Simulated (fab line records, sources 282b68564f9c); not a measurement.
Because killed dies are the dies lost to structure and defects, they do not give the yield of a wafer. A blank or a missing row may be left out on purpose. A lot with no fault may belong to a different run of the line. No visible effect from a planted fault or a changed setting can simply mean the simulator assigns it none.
One fault seen from 2 desks + flow rit-cmos + every desk sees just its own numbers, and what lay behind them comes last

TOOL OWNER'S DESK, litho-track-04
Per lot that ran on this tool, the mean of the sampled wafers carrying a number, from the tool's own readings at RIT_PSD_HARDBAKE_07 (time 60 s). Marked OUT: a lot whose mean sits more than 4 standard deviations from the usual mean, which makes it out of limits; the brackets give that distance.
Columns: A = exhaust-pa at RIT_PSD_HARDBAKE_07, usual 45.1 Pa; B = heater-power-total-W at RIT_PSD_HARDBAKE_07, usual 62.55 W; C = plate-temp-C at RIT_PSD_HARDBAKE_07, usual 140.01 C
| lot  | first seen here | A    | B               | C                |
|------|-----------------|------|-----------------|------------------|
| L229 | day 4 10:44     | 43.5 | 62.57           | 140.13           |
| L238 | day 6 08:35     | 45.8 | 60.92 (-36) OUT | 137.16 (-20) OUT |
| L239 | day 6 10:47     | 46.0 | 60.92 (-36) OUT | 137.42 (-18) OUT |
This desk finds L238, L239 out of limits, L238 being first, at day 6 08:35 (heater-power-total-W at RIT_PSD_HARDBAKE_07). Within limits: L229.

THE METROLOGY DESK
Lot by lot, what the gauges showed, no matter which tool ran the lot: averages of those sampled wafers that carry a number. Marked OUT: a lot whose mean sits more than 4 standard deviations from the usual mean, which makes it out of limits; the brackets give that distance.
Columns: A = NSD_OVL at RIT_NSD_OVL_MEAS_06, usual 1.1 nm; B = NSD_TW at RIT_NSD_TW_MEAS_10, usual 3137; C = PSD_OVL at RIT_PSD_OVL_MEAS_06, usual 0.7 nm
| lot  | first seen here | A   | B    | C    |
|------|-----------------|-----|------|------|
| L229 | day 4 09:06     | 2.6 | 3184 | 1.7  |
| L235 | day 5 12:29     | 0.8 | 3156 | 0.6  |
| L238 | day 6 07:01     | 0.8 | 3085 | 1.3  |
| L239 | day 6 09:13     | 2.1 | 3147 | 1.5  |
| L240 | day 6 16:46     | 0.4 | 3171 | -0.9 |
| L241 | day 6 20:26     | 0.5 | 3145 | 0.6  |
This desk found nothing out of limits on any of the 6 lots.

PUT TOGETHER
The tool owner's desk could have raised an alarm at day 6 08:35, on L238, L239.
At the metrology desk, nothing out of limits was observed.
The metrology desk holds a record of L238, L239, inside its limits.
RIT_PSD_HARDBAKE_07 was run on litho-track-04 by each of the lots named.

WHAT THE SIMULATOR HAD PUT IN
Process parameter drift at RIT_PSD_HARDBAKE_07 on litho-track-04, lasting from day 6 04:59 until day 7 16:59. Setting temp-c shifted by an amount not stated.
Lots struck among those shown: L238, L239.
Delay in hours, fault start to first out-of-limits reading, by desk: the tool owner's desk at 4.
